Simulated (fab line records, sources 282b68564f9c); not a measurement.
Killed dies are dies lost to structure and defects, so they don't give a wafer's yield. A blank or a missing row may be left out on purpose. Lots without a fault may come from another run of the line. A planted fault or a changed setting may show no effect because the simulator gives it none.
fab line records | flow rit_cmos
record lots=6 wafers=18 last_day=7
route steps=202 shown M1@184
lots that met no fault: from a run of the same line without faults
start_h: hours from the record's first day to the start of the lot's first wafer shown | wait_h: hours since the lot's step before | " the same as in the row above | L1.1+2: a row that stands for several wafers | - no value, or no start given | * or withheld: withheld | < > ~ a bound
route shown NAME@n: a module of which the file shows steps, and the number in the route of the first | usual: mean/standard deviation of fault-free wafers | same: alike in all rows | chamber/n: place in a boat | sites: the reading at each site | _std_site: their standard deviation | _edge_site: outer sites' mean less inner sites' | radius_mm: how far each site lies from the wafer's centre | mask NAME#n: copy n | behind: the tool/chamber that last shaped the wafer | hold: why the lot was held/for how many hours/how that ended | device: the transistor (n, p or np) that didn't switch | end of line: the same wafers' tests at the end of the route | a step without rows: its recipe alone | killed: dies lost to structure and defects at the first sort, not the wafer's yield | map: a wafer's dies, x killed, . not, _ none there
set.NAME: the setting as run; set.NAME@STEP: as run at that earlier step | model.NAME: the simulator's own value behind a step, which no gauge read
lots at some steps of the route; a table a step, a row a wafer
services: from which hour (start_h, from the record's first day; less than 0 if before it) a tool's chamber was out of use, for how many hours, and why
## steps
# step RIT_M1_SPUTTER_00
# recipe material=Al target_thk_nm=400 power_w=1934 chamber_pressure_pa=0.4 gas=Ar time_s=500 substrate_temp_c=25
# usual throttle_valve_pct=30.4/0.91
# columns lot.wafer tool chamber start_h wait_h throttle_valve_pct
L202.1 pvd_sputter-03 - 70.14 0.0 30.6
L202.4 " - " " 31.4
L202.5 " - " " 29.9
L206.2 pvd_sputter-02 - 94.83 0.0 29.8
L206.4 " - " " 29.2
L206.5 " - " " 29.8
L210.1 pvd_sputter-03 - 111.37 0.0 29.5
L210.2 " - " " 29.8
L210.4 " - " " 31.5
L213.2 pvd_sputter-02 - 122.83 0.0 30.9
L213.3 " - " " 31.8
L213.6 " - " " 32.0
L217.1 pvd_sputter-02 - 145.73 0.0 29.5
L217.4 " - " " 30.7
L217.5 " - " " 29.4
L219.1 pvd_sputter-01 - 155.87 0.0 30.6
L219.5 " - " " 30.0
L219.6 " - " " 30.5
# step RIT_M1_RS_MEAS_01
# recipe thk_meas_gauge=four-point-probe reads=Al_of_M1_SPUTTER_00
# usual M1_AL_RS=0.0763/0.0008
# columns lot.wafer tool chamber start_h wait_h M1_AL_RS[ohm/sq]
L202.1 film_metro-02 - 70.43 0.1 0.0758
L202.4 " - " " 0.0755
L202.5 " - " " 0.0757
L206.2 film_metro-01 - 95.14 0.2 0.0755
L206.4 " - " " 0.0762
L206.5 " - " " 0.0764
L210.1 film_metro-01 - 111.66 0.1 0.0767
L210.2 " - " " 0.0751
L210.4 " - " " 0.0762
L213.2 film_metro-02 - 123.15 0.2 0.0767
L213.3 " - " " 0.0759
L213.6 " - " " 0.0745
L217.1 film_metro-02 - 146.02 0.1 0.0777
L217.4 " - " " 0.0778
L217.5 " - " " 0.0774
L219.1 film_metro-03 - 156.17 0.1 0.0766
L219.5 " - " " 0.0771
L219.6 " - " " 0.0767
# step RIT_M1_THK_MEAS_02
# recipe thk_meas_gauge=xrf reads=Al_of_M1_SPUTTER_00
# usual M1_AL_THK=386/4.5
# columns lot.wafer tool chamber start_h wait_h M1_AL_THK[nm]
L202.1 film_metro-02 - 70.55 0.1 390
L202.4 " - " " 392
L202.5 " - " " 391
L206.2 film_metro-01 - 95.25 0.1 389
L206.4 " - " " 389
L206.5 " - " " 388
L210.1 film_metro-01 - 111.78 0.1 384
L210.2 " - " " 390
L210.4 " - " " 387
L213.2 film_metro-02 - 123.26 0.1 387
L213.3 " - " " 388
L213.6 " - " " 395
L217.1 film_metro-02 - 146.14 0.1 381
L217.4 " - " " 380
L217.5 " - " " 382
L219.1 film_metro-03 - 156.29 0.1 380
L219.5 " - " " 380
L219.6 " - " " 380
# step RIT_M1_HMDS_03
# recipe prime_time_s=60 prime_temp_c=140
# step RIT_M1_COAT_04
# recipe resist=NOVOLAK spin_rpm=2000 resist_thk_nm=1300
# step RIT_M1_SOFTBAKE_05
# recipe resist=NOVOLAK temp_c=90 time_s=60
# step RIT_M1_EXPOSE_06
# recipe mask_id=M12 na=0.6 source_shape=conventional sigma_outer=0.5 target_cd_nm=2600 dose_mj=250
# step RIT_M1_PEB_07
# recipe resist=NOVOLAK temp_c=withheld time_s=withheld
# step RIT_M1_DEVELOP_08
# recipe resist=NOVOLAK develop_time_s=68 dev_temp_c=23
# step RIT_M1_CD_MEAS_09
# recipe target_cd_nm=2600
# usual cd_nm=2600.6/1.8
# columns lot.wafer tool chamber start_h wait_h cd_nm
L202.1 cd_sem-01 - 71.66 - 2600.9
L202.4 " - " " 2601.3
L202.5 " - " " 2600.1
L206.2 cd_sem-01 - 96.33 - 2599.6
L206.4 " - " " 2600.4
L206.5 " - " " 2602.3
L210.1 cd_sem-01 - 112.99 - 2598.5
L210.2 " - " " 2597.1
L210.4 " - " " 2599.2
L213.2 cd_sem-02 - 124.38 - 2602.4
L213.3 " - " " 2603.0
L213.6 " - " " 2603.2
L217.1 cd_sem-01 - 147.21 - 2599.3
L217.4 " - " " 2600.6
L217.5 " - " " 2599.9
L219.1 cd_sem-01 - 157.35 - 2599.0
L219.5 " - " " 2601.7
L219.6 " - " " 2601.8
# step RIT_M1_OVL_MEAS_10
# usual M1_OVL=-0.5/1.5
# columns lot.wafer tool chamber start_h wait_h M1_OVL[nm]
L202.1 overlay-02 - 71.78 0.1 0.9
L202.4 " - " " -0.2
L202.5 " - " " 0.8
L206.2 overlay-02 - 96.44 0.1 -4.6
L206.4 " - " " -4.1
L206.5 " - " " -3.5
L210.1 overlay-02 - 113.11 0.1 -2.8
L210.2 " - " " -3.0
L210.4 " - " " -1.1
L213.2 overlay-02 - 124.49 0.1 0.7
L213.3 " - " " 0.4
L213.6 " - " " -0.9
L217.1 overlay-01 - 147.33 0.1 0.9
L217.4 " - " " 0.1
L217.5 " - " " 0.5
L219.1 overlay-02 - 157.47 0.1 3.9
L219.5 " - " " -1.2
L219.6 " - " " -0.3
# step RIT_M1_HARDBAKE_11
# recipe resist=NOVOLAK temp_c=140 time_s=120
# step RIT_M1_METAL_ETCH_12
# recipe stop_on=SiO2 chemistry=Cl2/BCl3 target=Al time_s=165 over_etch_frac=0.5 pressure_mtorr=100 target_depth_a=6000 rf_w=250 Cl2_flow_sccm=60 bcl3_flow_sccm=50
# usual drypump_motor_current_A=5.8/0.37 oes_product_au=0.753/0.0079 over_etch_frac=0.5/0 throttle_valve_pct=8.32/0.037
# columns lot.wafer tool chamber start_h wait_h drypump_motor_current_A oes_product_au over_etch_frac rf_hours_counter_h throttle_valve_pct model.NOVOLAK_of_M1_COAT_04.thk_nm model.SiO2_of_CONTACT_CVD_00.thk_nm model.M1.feature_depth_nm
L202.1 rie_metal-03 0 72.07 0.2 5.3 0.766 0.5 36 8.33 807.9 358.3 419.7
L202.4 " 0 " " 5.3 0.767 0.5 - 8.33 807.7 364.1 422
L202.5 " 1 " " 5.2 0.745 0.5 - 8.29 815 367.6 418.9
L206.2 rie_metal-01 0 96.72 0.2 5.8 0.755 0.5 5 8.34 795.6 358.8 423.4
L206.4 " 1 " " 6.2 0.756 0.5 - 8.31 805.2 368.7 420.5
L206.5 " 0 " " 5.8 0.750 0.5 - 8.33 797.5 367.7 419.7
L210.1 rie_metal-01 1 113.52 0.2 6.1 0.642 1.0656 5 8.34 675.7 348.2 430.9
L210.2 " 0 " " 5.8 0.636 1.0656 5 8.35 669.5 341.6 438.3
L210.4 " 1 " " 6.1 0.637 1.0656 - 8.33 678.7 350.6 433.5
L213.2 rie_metal-01 0 125.06 0.2 5.8 0.633 1.0656 5 8.36 672.5 345.7 430.8
L213.3 " 0 " " 5.8 0.634 1.0656 - 8.35 669.9 347.3 434.5
L213.6 " 0 " " 5.8 0.635 1.0656 - 8.36 671.9 353.8 440.7
L217.1 rie_metal-02 1 147.61 0.2 6.2 0.738 0.5 2 8.35 808.4 359.4 410.2
L217.4 " 0 " " 5.8 0.735 0.5 - 8.28 799.9 361.9 411
L217.5 " 1 " " 6.2 0.746 0.5 - 8.37 809.8 361.9 411.3
L219.1 rie_metal-03 0 157.95 0.2 5.3 0.764 0.5 0 8.34 806.8 367.4 414.8
L219.5 " 0 " " 5.3 0.769 0.5 - 8.33 805.5 373.6 412.9
L219.6 " 1 " " 5.2 0.760 0.5 - 8.28 816.4 371.2 413.4
# step RIT_M1_STRIP_13
# recipe chemistry=nmp resist=NOVOLAK temp_c=80 time_s=600 dry=n2_spin
# step RIT_M1_STRIP_14
# recipe chemistry=O2 time_s=180 platen_temp_c=withheld power_w=500 pressure_mtorr=4000 o2_flow_sccm=4000
# usual drypump_motor_current_A=6.0/0.37
# columns lot.wafer tool chamber start_h wait_h drypump_motor_current_A rf_hours_counter_h
L202.1 plasma_asher-04 0 72.41 0.0 5.8 28
L202.4 " 0 " " 5.8 -
L202.5 " 0 " " 5.8 -
L206.2 plasma_asher-04 0 97.05 0.0 5.8 31
L206.4 " 1 " " 5.4 -
L206.5 " 1 " " 5.4 -
L210.1 plasma_asher-04 0 113.87 0.0 5.8 33
L210.2 " 1 " " 5.4 33
L210.4 " 1 " " 5.4 -
L213.2 plasma_asher-01 1 125.42 0.0 6.4 47
L213.3 " 1 " " 6.4 -
L213.6 " 0 " " 5.6 -
L217.1 plasma_asher-02 1 148.12 0.0 6.3 5
L217.4 " 0 " " 6.2 -
L217.5 " 0 " " 6.2 -
L219.1 plasma_asher-02 0 158.31 0.0 6.3 7
L219.5 " 1 " " 6.3 -
L219.6 " 0 " " 6.3 -
# step RIT_M1_CD_MEAS_90
# recipe target_cd_nm=2600
# usual cd_nm=2600/3.1
# columns lot.wafer tool chamber start_h wait_h hold cd_nm
L202.1 cd_sem-02 - 72.58 0.1 - 2603
L202.4 " - " " - 2603
L202.5 " - " " - 2603
L206.2 cd_sem-01 - 97.25 0.1 - 2595
L206.4 " - " " - 2599
L206.5 " - " " - 2600
L210.1 cd_sem-01 - 114.04 0.1 await_dispo/0.2h/release 2587
L210.2 " - " " await_dispo/0.2h/release 2585
L210.4 " - " " await_dispo/0.2h/release 2587
L210.1 cd_sem-01 - 114.33 0.3 - 2587
L210.2 " - " " - 2585
L210.4 " - " " - 2587
L213.2 cd_sem-02 - 125.61 0.1 - 2592
L213.3 " - " " - 2592
L213.6 " - " " - 2593
L217.1 cd_sem-02 - 148.30 0.1 - 2601
L217.4 " - " " - 2599
L217.5 " - " " - 2601
L219.1 cd_sem-02 - 158.48 0.1 - 2599
L219.5 " - " " - 2602
L219.6 " - " " - 2604
# step RIT_M1_PROBE_99
# usual defect_limited_yield=97.4/1.1 killed_at_contacts=0.1/0.25 killed_at_front_end=6.8/2.9 killed_dies=6.9/2.9 killed_open=3.3/1.9 killed_short=3.6/1.9 sort_bin_3_pad_short=0.1/0.23 sort_bin_5_function=1.5/0.78 sort_bin_6_memory=1.0/0.64 sort_n_pass=257.1/2.9 sort_yield_pct=97.4/1.1
# same gross_dies=264 killed_at_M0_to_M3=0 killed_at_M4_up=0 killed_at_back_side=0 killed_at_other=0
# columns lot.wafer tool chamber start_h wait_h defect_limited_yield[%] killed_at_contacts killed_at_front_end killed_dies killed_open killed_short sort_bin_3_pad_short[%] sort_bin_5_function[%] sort_bin_6_memory[%] sort_n_pass sort_yield_pct[%] model.etest.antenna_m1.vt_shift_v
L202.1 prober-02 - 74.32 0.1 96.6 0 9 9 6 3 0 1.5 1.9 255.0 96.6 -0.01102
L202.4 prober-02 - 74.47 0.2 97.3 0 7 7 3 4 0 1.1 1.5 257.0 97.3 -0.01321
L202.5 prober-02 - 74.52 0.2 97.7 0 6 6 3 3 0 1.9 0.4 258.0 97.7 -0.008793
L206.2 prober-01 - 99.02 0.1 98.5 0 4 4 2 2 0 1.1 0.4 260.0 98.5 -0.01161
L206.4 prober-01 - 99.12 0.2 98.1 0 5 5 2 3 0 1.1 0.8 259.0 98.1 -0.01319
L206.5 prober-01 - 99.17 0.2 97.0 0 8 8 4 4 0 1.9 1.1 256.0 97.0 -0.01295
L210.1 prober-02 - 119.88 0.1 97.7 0 6 6 2 4 0 1.9 0.4 258.0 97.7 -
L210.2 prober-02 - 119.93 0.1 97.3 0 7 7 2 5 0 1.9 0.8 257.0 97.3 -
L210.4 prober-02 - 120.03 0.2 96.6 0 9 9 4 5 0.4 1.9 1.1 255.0 96.6 -
L213.2 prober-02 - 128.63 0.1 99.2 0 2 2 1 1 0 0.8 0 262.0 99.2 -0.02251
L213.3 prober-02 - 128.68 0.2 95.8 0 11 11 4 7 0 1.9 2.3 253.0 95.8 -0.02951
L213.6 prober-02 - 128.83 0.2 98.5 1 3 4 4 0 0 0.8 0.8 260.0 98.5 -0.02044
L217.1 prober-02 - 150.04 0.1 98.5 0 4 4 1 3 0 1.1 0.4 260.0 98.5 -0.007809
L217.4 prober-02 - 150.19 0.2 97.7 0 6 6 1 5 0 1.9 0.4 258.0 97.7 -0.01172
L217.5 prober-02 - 150.24 0.2 98.1 0 5 5 0 5 0 0.4 1.5 259.0 98.1 -0.01276
L219.1 prober-02 - 160.22 0.1 96.6 1 8 9 5 4 0 2.3 1.1 255.0 96.6 -0.01215
L219.5 prober-02 - 160.42 0.2 96.6 0 9 9 4 5 0 2.3 1.1 255.0 96.6 -0.01211
L219.6 prober-02 - 160.47 0.2 97.7 0 6 6 3 3 0 2.3 0 258.0 97.7 -0.0108
# killed by level:class
L202.1 FOX2:geometric_particle:open=3 GATE:geometric_particle:short=2 REOX:geometric_particle:open=2 GATE:geometric_particle:open=1 SPACER:geometric_particle:short=1
L202.4 GATE:geometric_particle:open=3 GATE:geometric_particle:short=2 REOX:geometric_particle:short=2
L202.5 GATE:geometric_particle:short=3 GATE:geometric_particle:open=2 FOX2:geometric_particle:open=1
L206.2 GATE:geometric_particle:short=1 GATE:geometric_particle:open=1 REOX:geometric_particle:short=1 REOX:geometric_particle:open=1
L206.4 FOX1:geometric_particle:short=1 FOX2:geometric_particle:open=1 FOX2:geometric_particle:short=1 GATE:geometric_particle:short=1 SPACER:geometric_particle:open=1
L206.5 REOX:geometric_particle:open=2 SPACER:geometric_particle:short=2 FOX1:geometric_particle:open=1 FOX1:geometric_particle:short=1 SILICIDE:geometric_particle:open=1 SILICIDE:geometric_particle:short=1
L210.1 GATE:geometric_particle:short=3 GATE:geometric_particle:open=2 FOX1:geometric_particle:short=1
L210.2 GATE:geometric_particle:short=2 FOX1:geometric_particle:short=1 FOX2:geometric_particle:short=1 FOX2:geometric_particle:open=1 SPACER:geometric_particle:open=1 SILICIDE:geometric_particle:short=1
L210.4 FOX1:geometric_particle:open=2 REOX:geometric_particle:short=2 FOX2:geometric_particle:open=1 FOX2:geometric_particle:short=1 GATE:geometric_particle:open=1 GATE:geometric_particle:short=1 SPACER:geometric_particle:short=1
L213.2 FOX1:geometric_particle:short=1 SILICIDE:geometric_particle:open=1
L213.3 GATE:geometric_particle:short=4 FOX1:geometric_particle:short=2 FOX1:geometric_particle:open=2 GATE:geometric_particle:open=1 REOX:geometric_particle:short=1 REOX:geometric_particle:open=1
L213.6 FOX1:geometric_particle:open=1 GATE:geometric_particle:open=1 SPACER:geometric_particle:open=1 CONTACT:geometric_particle:open=1
L217.1 GATE:geometric_particle:short=2 GATE:geometric_particle:open=1 SPACER:geometric_particle:short=1
L217.4 GATE:geometric_particle:short=2 FOX1:geometric_particle:open=1 FOX2:geometric_particle:short=1 SPACER:geometric_particle:short=1 SILICIDE:geometric_particle:short=1
L217.5 GATE:geometric_particle:short=3 FOX2:geometric_particle:short=1 SILICIDE:geometric_particle:short=1
L219.1 FOX1:geometric_particle:open=4 GATE:geometric_particle:open=1 GATE:geometric_particle:short=1 SPACER:geometric_particle:short=1 SILICIDE:geometric_particle:short=1 CONTACT:geometric_particle:short=1
L219.5 GATE:geometric_particle:short=4 FOX1:geometric_particle:open=3 GATE:geometric_particle:open=1 SPACER:geometric_particle:short=1
L219.6 ACTIVE:geometric_particle:short=1 FOX1:geometric_particle:open=1 GATE:geometric_particle:short=1 GATE:geometric_particle:open=1 SPACER:geometric_particle:open=1 SILICIDE:geometric_particle:short=1
## services
# columns tool chamber start_h hours kind
plasma_asher-01 - 48.61 8.9 repair
plasma_asher-01 - 74.01 19.3 repair
pvd_sputter-01 - 80.12 3.4 repair
plasma_asher-02 - 108.75 9.0 pm
plasma_asher-02 0 108.75 9.0 vent_cycle
plasma_asher-02 1 108.75 9.0 vent_cycle
plasma_asher-02 0 117.75 - clean
plasma_asher-02 1 117.75 - clean
rie_metal-03 - 136.12 20.0 pm
rie_metal-03 0 136.12 20.0 vent_cycle
rie_metal-03 1 136.12 20.0 vent_cycle
pvd_sputter-03 - 151.91 9.4 repair
plasma_asher-04 - 154.19 2.9 repair
rie_metal-03 0 156.12 - clean
rie_metal-03 1 156.12 - clean
## key
first_sign step=RIT_M1_METAL_ETCH_12 reading=over_etch_frac direction=up sigmas=99+ usual=0.5 struck=1.0656
effect step=RIT_M1_METAL_ETCH_12 reading=oes_product_au direction=down sigmas=15 usual=0.753 struck=0.636
effect step=RIT_M1_CD_MEAS_90 reading=visit direction=added
model_effect step=RIT_M1_METAL_ETCH_12 value=NOVOLAK_of_M1_COAT_04.thk_nm without=800.3 struck=673
model_effect step=RIT_M1_PROBE_99 value=etest.antenna_m1.vt_shift_v without=-0.01339 struck=-0.02415
met_at RIT_M1_METAL_ETCH_12
struck_wafers L210.1,L210.2,L210.4,L213.2,L213.3,L213.6
onset_between 96.72 113.52
fault kind=process_parameter_drift tool=rie_metal-01 chamber=- onset_h=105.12 steps=RIT_M1_METAL_ETCH_12 channel=over_etch_frac offset=0.56555 shape=step end_h=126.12 stated=0.5
